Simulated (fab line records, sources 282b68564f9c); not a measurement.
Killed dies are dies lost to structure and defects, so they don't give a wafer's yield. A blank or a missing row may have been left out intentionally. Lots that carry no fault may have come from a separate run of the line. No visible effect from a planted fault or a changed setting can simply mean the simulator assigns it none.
fab line records | flow rit-cmos
[record] lots = 6 wafers = 18 last-day = 7
route steps=202 shown M1@184
lots that met no fault: taken from a fault-free run of the same line
start-h: hours from the record's opening day to when the first of the lot's shown wafers began | wait-h: time in hours since the lot's previous step | " as in the row above | L1.1+2: a single row standing in for several wafers | - no value, or no start was given | * or withheld: withheld | < > ~ a bound
route shown NAME@n: NAME is a module with steps in the file, n the number in the route of the first one | usual: the fault-free wafers' mean and standard deviation | same: alike in all rows | chamber/n: place in a boat | sites: per-site readings | _std_site: the standard deviation of these | _edge_site: the outer-site mean with the inner-site mean subtracted | radius-mm: how far each site lies from the wafer's centre | mask NAME#n: copy n | behind: the most recent tool/chamber to have shaped the wafer | hold: what put the lot on hold/how long, in hours/how the hold closed | device: names the non-switching transistor (n, p or np) | end of line: the tests these same wafers got at the end of their route | where a step has no rows: the recipe by itself | killed: dies lost to structure and defects at the first sort, not the wafer's yield | map: a wafer's dies, marking killed ones x, the rest . and places with no die _
set.NAME: the setting that was run; set.NAME@STEP: the one run at that earlier step | model.NAME: the simulator's own value behind a step, which no gauge read
lots at selected steps of the route; one table per step, one row per wafer
services: a tool's chamber out of use, with start hour (start-h, from the record's first day; less than 0 if before it), hours out, and reason
[[steps]]
[step RIT_M1_SPUTTER_00]
[recipe] material = Al target-thk-nm = 400 power-w = 2055 chamber-pressure-pa = 0.4 gas = Ar time-s = 500 substrate-temp-c = 25
[usual] throttle-valve-pct = 29.9/0.52
// columns lot.wafer tool chamber start-h wait-h throttle-valve-pct
L357.3 pvd-sputter-03 - 54.72 0.0 29.5
L357.4 " - " " 30.3
L357.5 " - " " 30.3
L363.1 pvd-sputter-03 - 84.90 0.0 30.0
L363.2 " - " " 30.5
L363.6 " - " " 30.4
L372.2 pvd-sputter-03 - 132.57 0.0 30.3
L372.3 " - " " 30.2
L372.6 " - " " 30.3
L373.2 pvd-sputter-02 - 134.68 0.0 30.0
L373.3 " - " " 30.0
L373.4 " - " " 30.9
L376.2 pvd-sputter-04 - 148.81 0.0 28.7
L376.3 " - " " 29.3
L376.6 " - " " 30.0
L379.1 pvd-sputter-03 - 164.29 0.0 30.1
L379.4 " - " " 30.3
L379.6 " - " " 29.6
[step RIT_M1_RS_MEAS_01]
[recipe] thk-meas-gauge = four-point-probe reads = Al_of_M1_SPUTTER_00
[usual] M1_AL_RS = 0.0712/0.00075
// columns lot.wafer tool chamber start-h wait-h M1_AL_RS[ohm/sq]
L357.3 film-metro-02 - 55.16 0.3 0.0701
L357.4 " - " " 0.0708
L357.5 " - " " 0.0712
L363.1 film-metro-04 - 85.19 0.1 0.0705
L363.2 " - " " 0.0708
L363.6 " - " " 0.0704
L372.2 film-metro-02 - 132.88 0.2 0.0719
L372.3 " - " " 0.0716
L372.6 " - " " 0.0710
L373.2 film-metro-02 - 134.99 0.2 0.0708
L373.3 " - " " 0.0710
L373.4 " - " " 0.0711
L376.2 film-metro-04 - 149.12 0.2 0.0714
L376.3 " - " " 0.0722
L376.6 " - " " 0.0718
L379.1 film-metro-02 - 164.58 0.1 0.0712
L379.4 " - " " 0.0717
L379.6 " - " " 0.0707
[step RIT_M1_THK_MEAS_02]
[recipe] thk-meas-gauge = xrf reads = Al_of_M1_SPUTTER_00
[usual] M1_AL_THK = 416/4.2
// columns lot.wafer tool chamber start-h wait-h M1_AL_THK[nm]
L357.3 film-metro-02 - 55.26 0.1 420
L357.4 " - " " 416
L357.5 " - " " 411
L363.1 film-metro-04 - 85.31 0.1 420
L363.2 " - " " 416
L363.6 " - " " 420
L372.2 film-metro-02 - 132.99 0.1 412
L372.3 " - " " 416
L372.6 " - " " 417
L373.2 film-metro-02 - 135.10 0.1 418
L373.3 " - " " 416
L373.4 " - " " 414
L376.2 film-metro-04 - 149.23 0.1 414
L376.3 " - " " 410
L376.6 " - " " 414
L379.1 film-metro-02 - 164.70 0.1 415
L379.4 " - " " 412
L379.6 " - " " 418
[step RIT_M1_HMDS_03]
[recipe] prime-time-s = 60 prime-temp-c = 140
[step RIT_M1_COAT_04]
[recipe] resist = NOVOLAK spin-rpm = 2000 resist-thk-nm = 1300
[step RIT_M1_SOFTBAKE_05]
[recipe] resist = NOVOLAK temp-c = 90 time-s = 60
[step RIT_M1_EXPOSE_06]
[recipe] mask-id = M12 na = 0.6 source-shape = conventional sigma-outer = 0.5 target-cd-nm = 2600 dose-mj = 250
[step RIT_M1_PEB_07]
[recipe] resist = NOVOLAK temp-c = withheld time-s = withheld
[step RIT_M1_DEVELOP_08]
[recipe] resist = NOVOLAK develop-time-s = 68 dev-temp-c = 23.83
[step RIT_M1_CD_MEAS_09]
[recipe] target-cd-nm = 2600
[usual] cd-nm = 2600.6/1.9
// columns lot.wafer tool chamber start-h wait-h cd-nm
L357.3 cd-sem-02 - 56.42 - 2602.1
L357.4 " - " " 2603.0
L357.5 " - " " 2603.1
L363.1 cd-sem-02 - 86.25 - 2601.3
L363.2 " - " " 2599.3
L363.6 " - " " 2602.8
L372.2 cd-sem-02 - 134.03 - 2601.2
L372.3 " - " " 2601.1
L372.6 " - " " 2602.2
L373.2 cd-sem-01 - 136.05 - 2598.7
L373.3 " - " " 2599.0
L373.4 " - " " 2598.8
L376.2 cd-sem-01 - 150.38 - 2600.2
L376.3 " - " " 2600.2
L376.6 " - " " 2599.5
L379.1 cd-sem-01 - 165.77 - 2602.5
L379.4 " - " " 2599.1
L379.6 " - " " 2600.0
[step RIT_M1_OVL_MEAS_10]
[usual] M1_OVL = -0.4/1.6
// columns lot.wafer tool chamber start-h wait-h M1_OVL[nm]
L357.3 overlay-02 - 56.51 0.1 2.7
L357.4 " - " " 2.6
L357.5 " - " " 2.1
L363.1 overlay-01 - 86.37 0.1 -2.7
L363.2 " - " " -1.8
L363.6 " - " " -3.8
L372.2 overlay-01 - 134.14 0.1 0.7
L372.3 " - " " 0.3
L372.6 " - " " 0.1
L373.2 overlay-02 - 136.16 0.1 -0.2
L373.3 " - " " 0.1
L373.4 " - " " -0.6
L376.2 overlay-01 - 150.48 0.1 -1.3
L376.3 " - " " -0.6
L376.6 " - " " -1.8
L379.1 overlay-02 - 165.89 0.1 -1.2
L379.4 " - " " 0.5
L379.6 " - " " -1.4
[step RIT_M1_HARDBAKE_11]
[recipe] resist = NOVOLAK temp-c = 140 time-s = 120
[step RIT_M1_METAL_ETCH_12]
[recipe] stop-on = SiO2 chemistry = Cl2/BCl3 target = Al time-s = 165 over-etch-frac = 0.5 pressure-mtorr = 100 target-depth-a = 6000 rf-w = 250 Cl2_flow_sccm = 60 bcl3-flow-sccm = 50
[usual] bcl3-flow-sccm = 50.02/0.14 drypump-motor-current-A = 5.5/0.3 oes-product-au = 0.792/0.011 run-length-s = 193.4/0.55 throttle-valve-pct = 8.29/0.058
// columns lot.wafer tool chamber start-h wait-h bcl3-flow-sccm drypump-motor-current-A oes-product-au rf-hours-counter-h run-length-s throttle-valve-pct model.NOVOLAK_of_M1_COAT_04.thk-nm model.M1.feature-depth-nm model.SiO2_of_CONTACT_CVD_00.thk-nm
L357.3 rie-metal-01 1 56.97 0.2 49.96 5.9 0.782 - 193.7 8.23 816.5 449 351.5
L357.4 " 0 " " 50.01 5.0 0.791 - 193.8 8.27 801.1 447.7 360.3
L357.5 " 1 " " 50.10 5.9 0.784 - 193.3 8.23 821.6 444.1 363.2
L363.1 rie-metal-01 1 86.66 0.2 49.74 5.9 0.785 5 193.8 8.23 812.7 448 364.5
L363.2 " 1 " " 50.05 5.9 0.783 - 193.4 8.23 814.6 447.1 358.4
L363.6 " 1 " " 50.01 5.9 0.786 - 193.6 8.23 810.8 448.2 362.8
L372.2 rie-metal-01 1 134.42 0.2 49.82 5.8 0.678 5 239.5 8.26 725.1 449.4 354.3
L372.3 " 0 " " 49.83 5.0 0.678 - 240.0 8.29 699.5 453.1 348.5
L372.6 " 0 " " 50.00 5.0 0.691 - 240.2 8.29 709.1 456.6 358.7
L373.2 rie-metal-01 0 136.44 0.2 50.09 5.0 0.694 4 240.6 8.30 697.9 457.3 348.1
L373.3 " 1 " " 49.98 5.9 0.680 - 239.8 8.26 716.4 455.1 347.5
L373.4 " 0 " " 50.28 5.0 0.687 - 239.9 8.29 695.8 455.4 354.7
L376.2 rie-metal-04 0 150.76 0.2 50.00 5.6 0.799 2 192.5 8.38 807.8 444.2 358.3
L376.3 " 0 " " 49.95 5.7 0.796 - 192.8 8.38 805.5 440.1 356.8
L376.6 " 0 " " 50.06 5.7 0.803 - 192.3 8.38 806.3 443.1 369.5
L379.1 rie-metal-04 0 166.17 0.2 50.00 5.7 0.792 2 192.3 8.38 806.6 444.8 359.3
L379.4 " 0 " " 50.04 5.7 0.801 - 192.4 8.37 806.3 441.8 362.8
L379.6 " 0 " " 50.01 5.7 0.805 - 192.2 8.37 802.3 448.1 362.9
[step RIT_M1_STRIP_13]
[recipe] chemistry = nmp resist = NOVOLAK temp-c = 80 time-s = 600 dry = n2-spin
[step RIT_M1_STRIP_14]
[recipe] chemistry = O2 time-s = 180 platen-temp-c = withheld power-w = 500 pressure-mtorr = 4000 o2-flow-sccm = 4000
[usual] drypump-motor-current-A = 5.6/0.56 o2-flow-sccm = 3999/12
// columns lot.wafer tool chamber start-h wait-h drypump-motor-current-A o2-flow-sccm rf-hours-counter-h
L357.3 plasma-asher-02 0 57.31 0.1 6.0 3995 -
L357.4 " 1 " " 6.5 4005 -
L357.5 " 0 " " 6.0 4002 -
L363.1 plasma-asher-03 1 87.16 0.0 4.9 3994 45
L363.2 " 0 " " 5.7 4013 45
L363.6 " 0 " " 5.7 3998 -
L372.2 plasma-asher-03 0 134.76 0.0 5.7 3974 52
L372.3 " 0 " " 5.7 3997 -
L372.6 " 1 " " 4.9 4012 -
L373.2 plasma-asher-03 0 136.77 0.0 5.7 3999 52
L373.3 " 0 " " 5.7 4006 -
L373.4 " 1 " " 4.9 4032 -
L376.2 plasma-asher-03 0 151.10 0.0 5.7 3983 54
L376.3 " 0 " " 5.7 3984 -
L376.6 " 1 " " 4.9 4001 -
L379.1 plasma-asher-04 1 166.51 0.0 5.0 3995 54
L379.4 " 0 " " 6.2 4005 -
L379.6 " 0 " " 6.1 3999 -
[step RIT_M1_CD_MEAS_90]
[recipe] target-cd-nm = 2600
[usual] cd-nm = 2600.5/2.3
// columns lot.wafer tool chamber start-h wait-h cd-nm
L357.3 cd-sem-01 - 57.47 0.1 2602.8
L357.4 " - " " 2598.4
L357.5 " - " " 2602.6
L363.1 cd-sem-01 - 87.33 0.1 2600.4
L363.2 " - " " 2600.4
L363.6 " - " " 2602.6
L372.2 cd-sem-01 - 134.95 0.1 2594.4
L372.3 " - " " 2592.2
L372.6 " - " " 2593.1
L373.2 cd-sem-02 - 136.97 0.1 2590.4
L373.3 " - " " 2592.7
L373.4 " - " " 2590.4
L376.2 cd-sem-02 - 151.29 0.1 2602.3
L376.3 " - " " 2602.1
L376.6 " - " " 2600.8
L379.1 cd-sem-02 - 166.68 0.1 2603.0
L379.4 " - " " 2600.8
L379.6 " - " " 2600.9
[step RIT_M1_ANNEAL_15]
[recipe] temp-c = 450 time-s = 1800 ambient = forming_gas_H2N2
[step RIT_M1_PROBE_99]
[usual] defect-limited-yield = 97.4/1.1 killed-at-contacts = 0.1/0.27 killed-at-front-end = 7/3 killed-dies = 7.0/3 killed-open = 3.5/2.1 killed-short = 3.4/1.9 sort_bin_3_pad_short = 0.1/0.19 sort_bin_5_function = 1.4/0.77 sort_bin_6_memory = 1.1/0.72 sort-n-pass = 257.0/3 sort-yield-pct = 97.4/1.1
[same] gross-dies = 264 killed_at_M0_to_M3 = 0 killed_at_M4_up = 0 killed-at-back-side = 0 killed-at-other = 0
// columns lot.wafer tool chamber start-h wait-h defect-limited-yield[%] killed-at-contacts killed-at-front-end killed-dies killed-open killed-short sort_bin_3_pad_short[%] sort_bin_5_function[%] sort_bin_6_memory[%] sort-n-pass sort-yield-pct[%] model.etest.antenna-m1.vt-shift-v
L357.3 prober-02 - 62.64 0.2 97.0 1 7 8 2 6 0 1.9 1.1 256.0 97.0 -0.00894
L357.4 prober-02 - 62.69 0.2 96.6 0 9 9 5 4 0 1.9 1.5 255.0 96.6 -0.01177
L357.5 prober-02 - 62.74 0.2 97.7 0 6 6 5 1 0 1.9 0.4 258.0 97.7 -0.01098
L363.1 prober-01 - 89.07 0.1 98.9 0 3 3 3 0 0 1.1 0 261.0 98.9 -0.00894
L363.2 prober-01 - 89.12 0.1 96.2 0 10 10 5 5 0.4 2.3 1.1 254.0 96.2 -0.01072
L363.6 prober-01 - 89.32 0.2 97.0 0 8 8 5 3 0 3.0 0 256.0 97.0 -0.01004
L372.2 prober-02 - 136.72 0.1 95.8 0 11 11 3 8 0 1.9 2.3 253.0 95.8 -0.01755
L372.3 prober-02 - 136.77 0.2 95.5 0 12 12 10 1 0 0.8 3.8 252.0 95.5 -0.02412
L372.6 prober-02 - 136.92 0.2 95.8 0 11 11 7 3 0 1.5 2.7 253.0 95.8 -0.0234
L373.2 prober-01 - 138.74 0.1 99.2 0 2 2 2 0 0 0.4 0.4 262.0 99.2 -0.02192
L373.3 prober-01 - 138.79 0.2 98.9 0 3 3 0 3 0 0.4 0.8 261.0 98.9 -0.02341
L373.4 prober-01 - 138.84 0.2 97.0 0 8 8 3 5 0.8 1.9 0.4 256.0 97.0 -0.02203
L376.2 prober-02 - 153.35 0.1 98.9 0 3 3 2 1 0 0.8 0.4 261.0 98.9 -0.01207
L376.3 prober-02 - 153.40 0.2 98.9 0 3 3 1 2 0 1.1 0 261.0 98.9 -0.01627
L376.6 prober-02 - 153.55 0.2 95.5 0 12 12 6 6 0 2.7 1.9 252.0 95.5 -0.01578
L379.1 prober-01 - 168.42 0.1 97.7 0 6 6 1 5 0.4 0.4 1.5 258.0 97.7 -0.01065
L379.4 prober-01 - 168.57 0.2 98.5 1 3 4 2 2 0 0.8 0.8 260.0 98.5 -0.01585
L379.6 prober-01 - 168.67 0.2 98.1 0 5 5 1 4 0 1.5 0.4 259.0 98.1 -0.007324
// killed by level:class
L357.3 FOX1:geometric-particle:short=3 FOX1:geometric-particle:open=2 REOX:geometric-particle:short=1 SPACER:geometric-particle:short=1 CONTACT:geometric-particle:short=1
L357.4 REOX:geometric-particle:open=2 FOX1:geometric-particle:short=1 GATE:geometric-particle:open=1 GATE:geometric-particle:short=1 SPACER:geometric-particle:open=1 SPACER:geometric-particle:short=1 SILICIDE:geometric-particle:short=1 SILICIDE:geometric-particle:open=1
L357.5 REOX:geometric-particle:open=2 SPACER:geometric-particle:open=2 FOX2:geometric-particle:open=1 GATE:geometric-particle:short=1
L363.1 GATE:geometric-particle:open=2 SILICIDE:geometric-particle:open=1
L363.2 FOX1:geometric-particle:short=2 REOX:geometric-particle:open=2 SILICIDE:geometric-particle:open=2 FOX2:geometric-particle:short=1 GATE:geometric-particle:open=1 SPACER:geometric-particle:short=1 SILICIDE:geometric-particle:short=1
L363.6 REOX:geometric-particle:open=2 FOX1:geometric-particle:open=1 FOX2:geometric-particle:short=1 GATE:geometric-particle:short=1 GATE:geometric-particle:open=1 REOX:geometric-particle:short=1 SILICIDE:geometric-particle:open=1
L372.2 SPACER:geometric-particle:short=3 GATE:geometric-particle:short=2 FOX1:geometric-particle:open=1 FOX1:geometric-particle:short=1 FOX2:geometric-particle:open=1 GATE:geometric-particle:open=1 REOX:geometric-particle:short=1 SILICIDE:geometric-particle:short=1
L372.3 GATE:geometric-particle:open=4 FOX1:geometric-particle:open=2 FOX2:geometric-particle:open=2 FOX1:geometric-particle:short=1 SPACER:geometric-particle:open=1 SILICIDE:geometric-particle:open=1 NWELL:coat-microbubble-printed=1
L372.6 GATE:geometric-particle:open=5 FOX1:geometric-particle:short=2 GATE:geometric-particle:short=1 REOX:geometric-particle:open=1 SPACER:geometric-particle:open=1 NWELL:coat-microbubble-printed=1
L373.2 SILICIDE:geometric-particle:open=2
L373.3 FOX1:geometric-particle:short=2 GATE:geometric-particle:short=1
L373.4 FOX1:geometric-particle:short=2 GATE:geometric-particle:short=2 FOX1:geometric-particle:open=1 FOX2:geometric-particle:open=1 GATE:geometric-particle:open=1 SPACER:geometric-particle:short=1
L376.2 FOX1:geometric-particle:open=1 GATE:geometric-particle:short=1 SILICIDE:geometric-particle:open=1
L376.3 FOX1:geometric-particle:open=1 GATE:geometric-particle:short=1 SPACER:geometric-particle:short=1
L376.6 GATE:geometric-particle:open=3 GATE:geometric-particle:short=3 FOX2:geometric-particle:short=2 REOX:geometric-particle:open=2 FOX1:geometric-particle:short=1 FOX1:geometric-particle:open=1
L379.1 FOX1:geometric-particle:short=2 FOX2:geometric-particle:open=1 FOX2:geometric-particle:short=1 GATE:geometric-particle:short=1 SILICIDE:geometric-particle:short=1
L379.4 GATE:geometric-particle:short=1 SPACER:geometric-particle:open=1 SILICIDE:geometric-particle:open=1 CONTACT:geometric-particle:short=1
L379.6 SILICIDE:geometric-particle:short=3 GATE:geometric-particle:short=1 GATE:geometric-particle:open=1
[[services]]
// columns tool chamber start-h hours kind
plasma-asher-02 - 31.32 2.8 pm
rie-metal-01 - 42.96 0.2 repair
rie-metal-01 0 61.42 26.3 repair
plasma-asher-03 - 63.43 0.4 repair
rie-metal-01 1 105.66 11.3 repair
pvd-sputter-04 - 111.11 2.1 repair
rie-metal-04 - 136.19 4.0 pm
pvd-sputter-02 - 143.79 8.6 repair
pvd-sputter-02 - 148.80 4.6 repair
rie-metal-01 - 164.96 0.3 repair
[[key]]
[first-sign] step = RIT_M1_METAL_ETCH_12 reading = run-length-s direction = up sigmas = 85 usual = * struck = *
[effect] step = RIT_M1_METAL_ETCH_12 reading = oes-product-au direction = down sigmas = 9.8 usual = 0.792 struck = 0.685
[effect] step = RIT_M1_CD_MEAS_90 reading = cd-nm direction = down sigmas = 3.6 usual = 2600.5 struck = 2592.2 through = control-loop
[model-effect] step = RIT_M1_METAL_ETCH_12 value = NOVOLAK_of_M1_COAT_04.thk-nm without = 800.7 struck = 707.3
[model-effect] step = RIT_M1_PROBE_99 value = etest.antenna-m1.vt-shift-v without = -0.01288 struck = -0.02207
met-at RIT_M1_METAL_ETCH_12
struck-wafers L372.2,L372.3,L372.6,L373.2,L373.3,L373.4
[loop-trim] step = RIT_M1_EXPOSE_06 setting = dose lots = L372,L373
onset-between 86.66 134.42
[fault] kind = process-parameter-drift tool = rie-metal-01 chamber = - onset-h = 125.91 steps = RIT_M1_METAL_ETCH_12 channel = time-s offset = * shape = step end-h = 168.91 stated = *
// loop-trim: a control loop set the setting to another value than it would have without faults
